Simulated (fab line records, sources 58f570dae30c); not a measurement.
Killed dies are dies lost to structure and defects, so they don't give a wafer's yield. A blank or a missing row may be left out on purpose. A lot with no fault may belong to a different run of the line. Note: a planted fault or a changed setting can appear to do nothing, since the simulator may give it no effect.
One fault through the eyes of 2 desks    flow berkeley cmos170    numbers are kept per desk, each desk with only its own; the story behind them comes last

## AT THE METROLOGY DESK
What the gauges read, lot by lot, whatever tool the lot ran on: means of the sampled wafers that have a number. Marked OUT: a lot whose mean sits more than 4 standard deviations from the usual mean, which makes it out of limits; the brackets give that distance.
Columns: A = cd nm at UCB170_M1_CD_MEAS_09, usual 700.2 nm
lot   first seen here  A
L530  day 7 01:47      703.2
L532  day 7 18:10      699.7
L531  day 7 18:41      700.4
L533  day 8 02:40      700.6
L534  day 8 04:06      700.8
L535  day 8 16:04      699.6
L537  day 8 18:10      700.1
L540  day 9 18:57      711.4 (+8.6) OUT
L541  day 9 19:22      698.4
L542  day 10 05:02     712.0 (+9.1) OUT
L546  day 10 21:26     699.8
L547  day 10 21:50     701.6
L548  day 10 22:28     699.1
L552  day 11 14:43     700.6
This desk finds L540, L542 out of limits, L540 being first, at day 9 18:57 (cd nm at UCB170_M1_CD_MEAS_09). L530, L532, L531, L533, L534, L535, L537, L541, L546, L547, L548, L552 stayed within limits.

## TOOL OWNER'S DESK, litho track-01
At UCB170_M1_SOFTBAKE_05 (time 60 s), the tool's own readings, given per lot that ran on this tool as the mean of the sampled wafers with a number. Marked OUT: a lot whose mean sits more than 4 standard deviations from the usual mean, which makes it out of limits; the brackets give that distance.
Columns: A = heater power total W at UCB170_M1_SOFTBAKE_05, usual 56.80 W; B = plate temp C at UCB170_M1_SOFTBAKE_05, usual 129.98 C; C = resist line temp C at UCB170_M1_SOFTBAKE_05, usual 23.03 C
lot   first seen here  A                B                 C
L530  day 7 01:00      56.77            129.80            22.98
L531  day 7 17:00      56.77            130.04            23.11
L535  day 8 15:00      56.80            130.08            22.90
L540  day 9 18:00      53.87 (-67) OUT  124.78 (-35) OUT  22.92
L542  day 10 04:00     53.85 (-67) OUT  124.75 (-35) OUT  22.99
This desk finds L540, L542 out of limits, L540 being first, at day 9 18:00 (heater power total W at UCB170_M1_SOFTBAKE_05). L530, L531, L535 stayed within limits.

## TAKEN TOGETHER
At day 9 18:00, on L540, L542, the tool owner's desk was in a position to raise an alarm.
The metrology desk could have raised an alarm at day 9 18:57, on L540, L542.
On litho track-01, each named lot ran UCB170_M1_SOFTBAKE_05.

## WHAT WAS PUT IN BY THE SIMULATOR
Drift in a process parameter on litho track-01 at UCB170_M1_SOFTBAKE_05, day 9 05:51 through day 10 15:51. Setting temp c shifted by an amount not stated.
Shown lots that were struck: L540, L542.
Time in hours from fault onset to the first out-of-limits reading at each desk: tool owner's desk 12, metrology desk 13.
